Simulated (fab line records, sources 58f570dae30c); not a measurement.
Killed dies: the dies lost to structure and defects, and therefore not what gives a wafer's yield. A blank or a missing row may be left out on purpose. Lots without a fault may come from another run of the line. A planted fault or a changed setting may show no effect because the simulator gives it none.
A lot that was struck, set against a sound lot | flow berkeley-cmos170 | 14 steps out of a route of 331
Sound: wafers L197.3, L197.4, L197.6. Struck: wafer L202.5 (L202.1, L202.4, from the same lot, were not struck and are left out); the cause is given at the end.
Per side, at each step with rows, come the tool, then ch with its chambers, and then its first start. Under that, the readings that differ: sound wafers | struck wafers | difference of the means | sigmas: that difference in standard deviations of wafers without a fault.
alike: readings whose means differ by less than 2 such deviations, and words and numbers that are the same on both sides. not compared: withheld readings, readings that some wafer has no value for, bounds like >300 that may hide the same value, and numbers for which the record gives no deviation and whose values overlap.
The two part at a step that has a row with sigmas, a row that says differs or no value, or rows on one side only. Numbers that have no deviation but don't overlap get no sigmas and don't part them. Lack of a reading on every wafer of one side parts them only where that side has two or more wafers.

first, 2 steps without rows for these wafers: UCB170_GATE_ANNEAL_03 (time 1800 s); UCB170_GATE_CVD_04 (deposits poly-Si from SiH4, time 1440 s, target thk 214 nm).
UCB170_GATE_THK_MEAS_05:
  struck on film-metro-02, day 9 05:47; sound on film-metro-02, day 7 22:04
  alike: GATE_POLY_THK
then, 6 steps without rows for these wafers: UCB170_GATE_COAT_06; UCB170_GATE_COAT_07 (resist thk 900 nm); UCB170_GATE_SOFTBAKE_08 (time 60 s); UCB170_GATE_EXPOSE_09 (exposes mask POLY, target cd 350 nm); UCB170_GATE_PEB_10; UCB170_GATE_DEVELOP_11 (develop time 45 s).
UCB170_GATE_CD_MEAS_12: target cd 350 nm.
  struck on cd-sem-02, day 9 07:53; sound on cd-sem-01, day 7 23:16
  alike: cd-nm
UCB170_GATE_OVL_MEAS_13:
  struck on overlay-01, day 9 08:00; sound on overlay-02, day 7 23:21
  reading       | sound  | struck | difference | sigmas
  GATE_OVL (nm) | 6 9 11 | -1     | -10        | -2
UCB170_GATE_ETCH_14: etches BARC in N2/H2.
  sound on rie-diel-03 ch 0,3, day 7 23:22; struck on rie-diel-02 ch 1, day 9 08:02
  alike: drypump-motor-current-A, oes-product-au, throttle-valve-pct
UCB170_GATE_ETCH_15: etches poly-Si in HBr/Cl2, stops on SiO2, time 56.3 s, target depth 278.2 nm.
  sound on rie-si-02 ch 1,2,3, day 7 23:25; struck on rie-si-02 ch 1, day 9 08:05
  reading                               | sound             | struck | difference | sigmas
  model.KrF_of_GATE_COAT_07.thk-nm (nm) | 778.3 779.9 776.3 | 780.5  | +2.3       |
  alike: drypump-motor-current-A, he-backside-leak-sccm, oes-product-au, throttle-valve-pct
  not compared: rf-hours-counter-h
UCB170_GATE_STRIP_16: strips in O2.
  sound on plasma-asher-01 ch 0,1, day 7 23:30; struck on plasma-asher-01 ch 1, day 9 08:07
  alike: drypump-motor-current-A, o2-flow-sccm, oes-product-au
  not compared: rf-hours-counter-h

WHERE THEY PART
Only at UCB170_GATE_OVL_MEAS_13, as far as this record shows. Later steps at which nothing parts them and some readings are alike: UCB170_GATE_ETCH_14, UCB170_GATE_ETCH_15, UCB170_GATE_STRIP_16.

WHY: what had been put in by the simulator
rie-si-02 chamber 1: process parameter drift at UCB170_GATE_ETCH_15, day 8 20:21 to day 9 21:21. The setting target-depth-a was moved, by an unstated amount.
